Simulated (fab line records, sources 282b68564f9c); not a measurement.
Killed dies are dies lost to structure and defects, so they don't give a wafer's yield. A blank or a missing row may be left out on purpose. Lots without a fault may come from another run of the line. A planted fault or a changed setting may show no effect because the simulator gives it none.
Split-lot experiment | flow rit_cmos | 5 lots, 23 wafers read, on a route of 202 steps

THE SPLIT
At RIT_FOX1_OXIDATION_00 (target thk 350.7 nm, ox time 1130 s), the setting temp_c was moved away from the recipe's 1100 C on 15 of the 23 wafers read, by -1.5% to +1.9%. The other wafers ran this setting at the recipe's value.

The file shows no step between the split and the reading.

THE READING
FOX1_OXIDE_THK, in nm, at RIT_FOX1_THK_MEAS_01. Fault-free wafers of this fab line usually give 352 nm, standard deviation 5.2 nm.

wafer  | tool, chamber at the split | temp_c as run, C | against the recipe | FOX1_OXIDE_THK, nm | against lot-mates on the recipe
L077.2 | furnace-04, 0              | 1100             | recipe             | 361                | -
L077.4 | furnace-04, 0              | 1100             | recipe             | 359                | -
L077.5 | furnace-04, 0              | 1100             | recipe             | 351                | -
L078.1 | -, -                       | 1121             | +1.9%              | 381                | no lot-mate on the recipe
L078.3 | -, -                       | 1121             | +1.9%              | 389                | no lot-mate on the recipe
L078.4 | -, -                       | 1121             | +1.9%              | 387                | no lot-mate on the recipe
L078.5 | -, -                       | 1121             | +1.9%              | 382                | no lot-mate on the recipe
L078.6 | -, -                       | 1121             | +1.9%              | 384                | no lot-mate on the recipe
L079.1 | -, -                       | 1083             | -1.5%              | 325                | no lot-mate on the recipe
L079.2 | -, -                       | 1083             | -1.5%              | 328                | no lot-mate on the recipe
L079.3 | -, -                       | 1083             | -1.5%              | 328                | no lot-mate on the recipe
L079.5 | -, -                       | 1083             | -1.5%              | 329                | no lot-mate on the recipe
L079.6 | -, -                       | 1083             | -1.5%              | 334                | no lot-mate on the recipe
L080.1 | -, -                       | 1112             | +1.1%              | 367                | no lot-mate on the recipe
L080.2 | -, -                       | 1112             | +1.1%              | 367                | no lot-mate on the recipe
L080.3 | -, -                       | 1112             | +1.1%              | 367                | no lot-mate on the recipe
L080.5 | -, -                       | 1112             | +1.1%              | 365                | no lot-mate on the recipe
L080.6 | -, -                       | 1112             | +1.1%              | 364                | no lot-mate on the recipe
L084.1 | -, -                       | 1100             | recipe             | 358                | -
L084.2 | -, -                       | 1100             | recipe             | 356                | -
L084.3 | -, -                       | 1100             | recipe             | 355                | -
L084.4 | -, -                       | 1100             | recipe             | 353                | -
L084.5 | -, -                       | 1100             | recipe             | 352                | -

THE FIT
A straight line over all 23 wafers: FOX1_OXIDE_THK changes by +15.4 nm for each +1% of temp_c; r = +0.98; the points scatter about the line by 4 nm.
Too few moved wafers have a lot-mate on the recipe to fit a line with each lot's own level taken away.

THE WHOLE CHAIN: every reading that the file lists as answering this split, in the file's order
step                  | what it does                        | reading                                                                           | change (the file's fit)              | r (the file's)
RIT_FOX1_OXIDATION_00 | target thk 350.7 nm, ox time 1130 s | SiO2_of_FOX1_OXIDATION_00.thk_nm (the simulator's own value, which no gauge read) | +15.3 nm for each +1% of the setting | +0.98
RIT_FOX1_THK_MEAS_01  |                                     | FOX1_OXIDE_THK                                                                    | +15.3 for each +1% of the setting    | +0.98

THE FILE'S OWN FIT
FOX1_OXIDE_THK changes by +15.3 nm for each +1% of temp_c, r = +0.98.
